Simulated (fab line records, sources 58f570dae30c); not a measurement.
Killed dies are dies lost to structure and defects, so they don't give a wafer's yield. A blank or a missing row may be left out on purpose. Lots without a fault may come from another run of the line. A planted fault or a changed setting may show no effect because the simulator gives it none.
Which tool did it? | flow berkeley_cmos170 | 15 lots, 45 wafers sampled, at 3 steps of a route of 331

WHAT THE GAUGES READ, wafer by wafer
UCB170_M3_RS_MEAS_02: measures by four-point-probe. Usual: M3_AL_RS 0.0321 ohm/sq, standard deviation 0.00041.
lot  | measured     | on            | M3_AL_RS (ohm/sq)    | flag
L601 | day 8 14:44  | film_metro-04 | 0.0320 0.0317 0.0321 |
L602 | day 9 02:20  | film_metro-04 | 0.0325 0.0323 0.0327 |
L604 | day 9 14:08  | film_metro-01 | 0.0314 0.0316 0.0313 |
L605 | day 9 19:05  | film_metro-02 | 0.0320 0.0320 0.0318 |
L607 | day 9 20:42  | film_metro-01 | 0.0323 0.0321 0.0324 |
L606 | day 10 10:22 | film_metro-04 | 0.0317 0.0319 0.0325 |
L611 | day 10 18:07 | film_metro-04 | 0.0411 0.0406 0.0399 | OFF
L612 | day 10 23:48 | film_metro-01 | 0.0325 0.0319 0.0321 |
L613 | day 11 19:07 | film_metro-04 | 0.0322 0.0321 0.0327 |
L614 | day 11 19:53 | film_metro-02 | 0.0411 0.0424 0.0410 | OFF
L616 | day 12 06:07 | film_metro-02 | 0.0318 0.0318 0.0319 |
L615 | day 12 06:29 | film_metro-01 | 0.0415 0.0418 0.0406 | OFF
L618 | day 12 07:51 | film_metro-02 | 0.0322 0.0324 0.0320 |
L617 | day 12 09:17 | film_metro-02 | 0.0320 0.0318 0.0320 |
L621 | day 14 01:28 | film_metro-04 | 0.0327 0.0325 0.0327 |

UCB170_M3_THK_MEAS_03: measures by xrf. Usual: M3_AL_THK 904 nm, standard deviation 11.
lot  | measured     | on            | M3_AL_THK (nm) | flag
L601 | day 8 14:51  | film_metro-04 | 904 906 892    |
L602 | day 9 02:26  | film_metro-04 | 892 899 881    |
L604 | day 9 14:16  | film_metro-01 | 928 919 926    |
L605 | day 9 19:12  | film_metro-02 | 905 909 919    |
L607 | day 9 20:47  | film_metro-01 | 899 906 897    |
L606 | day 10 10:28 | film_metro-04 | 914 902 893    |
L611 | day 10 18:14 | film_metro-04 | 749 758 772    | OFF
L612 | day 10 23:55 | film_metro-01 | 895 916 906    |
L613 | day 11 19:12 | film_metro-04 | 897 899 882    |
L614 | day 11 20:01 | film_metro-02 | 753 731 754    | OFF
L616 | day 12 06:14 | film_metro-02 | 911 911 908    |
L615 | day 12 06:35 | film_metro-01 | 743 744 758    | OFF
L618 | day 12 07:58 | film_metro-02 | 898 899 902    |
L617 | day 12 09:24 | film_metro-02 | 908 912 907    |
L621 | day 14 01:34 | film_metro-04 | 884 893 883    |

WHICH TOOL RAN EACH LOT (tool, then ch and the chambers of the sampled wafers, then the start)
lot  | UCB170_M3_SPUTTER_01
L601 | pvd_sputter-04, day 8 14:38
L602 | pvd_sputter-02, day 9 02:13
L604 | pvd_sputter-03, day 9 14:03
L605 | pvd_sputter-02, day 9 19:00
L607 | pvd_sputter-02, day 9 20:34
L606 | pvd_sputter-04, day 10 10:16
L611 | pvd_sputter-04, day 10 18:02
L612 | pvd_sputter-03, day 10 23:43
L613 | pvd_sputter-02, day 11 18:58
L614 | pvd_sputter-04, day 11 19:48
L616 | pvd_sputter-03, day 12 06:01
L615 | pvd_sputter-04, day 12 06:22
L618 | pvd_sputter-02, day 12 07:46
L617 | pvd_sputter-03, day 12 09:11
L621 | pvd_sputter-02, day 14 01:22
- UCB170_M3_SPUTTER_01: material Al, target thk 900 nm, time 120 s.

WHAT THE TOOLS THEMSELVES READ (means of the sampled wafers that have a number; where no wafer has one, the mark that the record gives instead)
UCB170_M3_SPUTTER_01. Usual: throttle_valve_pct 30.0 %, standard deviation 1.2.
lot  | tool           | throttle_valve_pct (%) | flag
L601 | pvd_sputter-04 | 30.3                   |
L602 | pvd_sputter-02 | 30.7                   |
L604 | pvd_sputter-03 | 30.4                   |
L605 | pvd_sputter-02 | 30.5                   |
L607 | pvd_sputter-02 | 30.6                   |
L606 | pvd_sputter-04 | 30.2                   |
L611 | pvd_sputter-04 | 29.8                   |
L612 | pvd_sputter-03 | 29.8                   |
L613 | pvd_sputter-02 | 31.2                   |
L614 | pvd_sputter-04 | 29.8                   |
L616 | pvd_sputter-03 | 29.7                   |
L615 | pvd_sputter-04 | 30.0                   |
L618 | pvd_sputter-02 | 29.7                   |
L617 | pvd_sputter-03 | 28.9                   |
L621 | pvd_sputter-02 | 30.2                   |

THE ANSWER, worked out from the rows above alone
Rule: a lot is off if the mean of its wafers that have a number lies more than 3 standard deviations from the usual mean. A lot without any number at a reading at which 4 lots or more have one is off too. The other lots that the step has rows for count as sound. The gauges are gone through in route order, then the tools' own readings, and for those a lot's mean is taken as printed above. The first step at which some lot is off is used, and at that step the reading that is off furthest; a lot without a number counts as furthest.
Off: L611, L614, L615, at UCB170_M3_RS_MEAS_02 (M3_AL_RS).
A tool fits if, at a process step before that reading, it ran every lot that is off, and no sound lot after the first of them. The gauges at UCB170_M3_RS_MEAS_02 are tried like those tools. One fits: pvd_sputter-04 at UCB170_M3_SPUTTER_01. Its last sound lot is L606 (day 10 10:16), its first lot that is off L611 (day 10 18:02): a fault that began between those two fits.

WHAT THE SIMULATOR HAD PUT IN
Site profile drift: pvd_sputter-04, from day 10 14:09 on, at UCB170_M3_SPUTTER_01. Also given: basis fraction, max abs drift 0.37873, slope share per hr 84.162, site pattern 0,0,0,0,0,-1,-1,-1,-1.
Lots struck among those shown: L611, L614, L615. The rule above found the same.
